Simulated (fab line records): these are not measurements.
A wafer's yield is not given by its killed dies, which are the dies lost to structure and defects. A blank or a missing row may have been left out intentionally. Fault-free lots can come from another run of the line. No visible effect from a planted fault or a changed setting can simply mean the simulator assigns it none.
Split-lot trial    flow berkeley-cmos170    23 wafers read from 5 lots, route of 331 steps

== THE SPLIT ITSELF ==
At UCB170_NLDD_EXPOSE_03 (exposes mask NSELECT, target cd 1200 nm), the setting dose-mj was moved away from the recipe's 30 on 7 of the 23 wafers read, by -3.9% to +6.0%. The other wafers ran this setting at the recipe's value.

== FROM THE SPLIT TO THE READING: what the file shows between them, 2 steps ==
- UCB170_NLDD_PEB_04
- UCB170_NLDD_DEVELOP_05: develop time 45 s

== THE READING ==
cd-nm (nm) at UCB170_NLDD_CD_MEAS_06, where the cd target is 1200 nm. On this fab line, fault-free wafers typically give 1199.3 nm with a standard deviation of 1.3 nm.

wafer   tool, chamber at the split  dose-mj as run  against the recipe  cd-nm, nm  against lot-mates on the recipe
L074.1  krf-scanner-01, 0           30              recipe              1199.7     -
L074.2  krf-scanner-01, 0           29.37           -2.1%               1194.0     -5.4
L074.3  krf-scanner-01, 0           30              recipe              1200.1     -
L074.4  krf-scanner-01, 0           30              recipe              1198.5     -
L074.6  krf-scanner-01, 0           29.37           -2.1%               1196.5     -2.9
L079.1  krf-scanner-01, 0           31.79           +6.0%               1210.0     +11.1
L079.2  krf-scanner-01, 0           30              recipe              1199.1     -
L079.3  krf-scanner-01, 0           31.79           +6.0%               1210.1     +11.2
L079.5  krf-scanner-01, 0           30              recipe              1199.6     -
L079.6  krf-scanner-01, 0           30              recipe              1198.1     -
L081.1  krf-scanner-02, 0           28.83           -3.9%               1191.5     -5.8
L081.2  krf-scanner-02, 0           30              recipe              1196.6     -
L081.3  krf-scanner-02, 0           28.83           -3.9%               1191.0     -6.3
L081.5  krf-scanner-02, 0           28.83           -3.9%               1190.3     -7.0
L081.6  krf-scanner-02, 0           30              recipe              1198.1     -
L083.2  krf-scanner-02, 0           30              recipe              1198.4     -
L083.3  krf-scanner-02, 0           30              recipe              1198.0     -
L083.4  krf-scanner-02, 0           30              recipe              1198.5     -
L083.5  krf-scanner-02, 0           30              recipe              1198.1     -
L083.6  krf-scanner-02, 0           30              recipe              1198.7     -
L085.4  krf-scanner-01, 0           30              recipe              1199.4     -
L085.5  krf-scanner-01, 0           30              recipe              1199.5     -
L085.6  krf-scanner-01, 0           30              recipe              1199.0     -

FIT RESULTS
A straight line over all 23 wafers: cd-nm changes by +1.92 nm for each +1% of dose-mj; r = +0.98; the points scatter about the line by 0.88 nm.
The same after taking each lot's own level away (the mean of its wafers on the recipe; 23 wafers): +1.8 nm for each +1%; r = +0.99; scatter 0.68 nm.
Per that fit: largest dose-mj move, reading shift of 11 nm.
Across the lots, their own levels run from 1197.35 to 1199.43 nm, a range of 1.6 times the standard deviation given above.
Hence the lot-to-lot level has little effect on the slope; both slopes agree.
Check: +10.6 nm against its lot-mates is what the line predicts for one of the wafers moved furthest among these (+6.0%) when that wafer is left out of the fit. It came out at +11.1 nm against them.

== OTHER SPLITS APPLIED TO THESE WAFERS ==
Other splits were also applied to these wafers ahead of the reading. Each is held against what the fit with the lots' levels taken away leaves over:
other split on the same wafers  wafers away from the commonest value  r with cd-nm (lot level and that fit taken away)
UCB170_PLDD_EXPOSE_03 dose-mj   8                                     +0.16

== FILE'S OWN FIT ==
cd-nm changes by +1.81 nm for each +1% of dose-mj, r = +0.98.
